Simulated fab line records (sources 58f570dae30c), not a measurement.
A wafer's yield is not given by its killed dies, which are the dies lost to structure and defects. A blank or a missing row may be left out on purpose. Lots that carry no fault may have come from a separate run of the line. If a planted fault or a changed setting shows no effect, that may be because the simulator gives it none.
Which tool did it? | flow berkeley_cmos170 | 7 lots (19 wafers sampled), 1 step of a 331-step route

== WHAT THE GAUGES SHOWED, per wafer ==
UCB170_SDANNEAL_RS_MEAS_05: measurement is done with a four-point probe.
lot  | measured     | on            | NLDD_RS (ohm/sq)
L116 | day 6 21:16  | film_metro-02 | 614.2 615.0 614.4
L122 | day 7 18:44  | film_metro-01 | 617.0 616.2 618.1
L127 | day 8 11:20  | film_metro-01 | 615.8 617.4 616.5
L123 | day 8 11:59  | film_metro-01 | 617.5 618.6 617.4
L131 | day 9 09:40  | film_metro-03 | 618.1
L133 | day 10 15:13 | film_metro-03 | 617.1 616.4 616.8
L136 | day 11 14:50 | film_metro-01 | 615.4 615.6 614.6

== WHAT TOOL EACH LOT RAN ON (gives the tool, then ch and the chambers of the sampled wafers, and finally the start) ==
Record: no process step prior to these readings.

== THE ANSWER, worked out from the rows above alone ==
Rule: the usual values come from the lots themselves. Put in order of their means at a reading, lots are off if they are a third of the lots or fewer, leave a main group of 4 or more, and stand apart from it by a gap of 3 or more times the standard deviation of the main group's means; of several such gaps the widest counts. Not used: any main group whose means are identical at the precision the tables above print for the reading. Also off: a lot with no number at a reading for which 4 or more lots have one. All remaining lots with rows at the step are treated as sound.
None of the lots is off at any reading shown; this tells nothing.

== WHAT HAD BEEN PUT IN BY THE SIMULATOR ==
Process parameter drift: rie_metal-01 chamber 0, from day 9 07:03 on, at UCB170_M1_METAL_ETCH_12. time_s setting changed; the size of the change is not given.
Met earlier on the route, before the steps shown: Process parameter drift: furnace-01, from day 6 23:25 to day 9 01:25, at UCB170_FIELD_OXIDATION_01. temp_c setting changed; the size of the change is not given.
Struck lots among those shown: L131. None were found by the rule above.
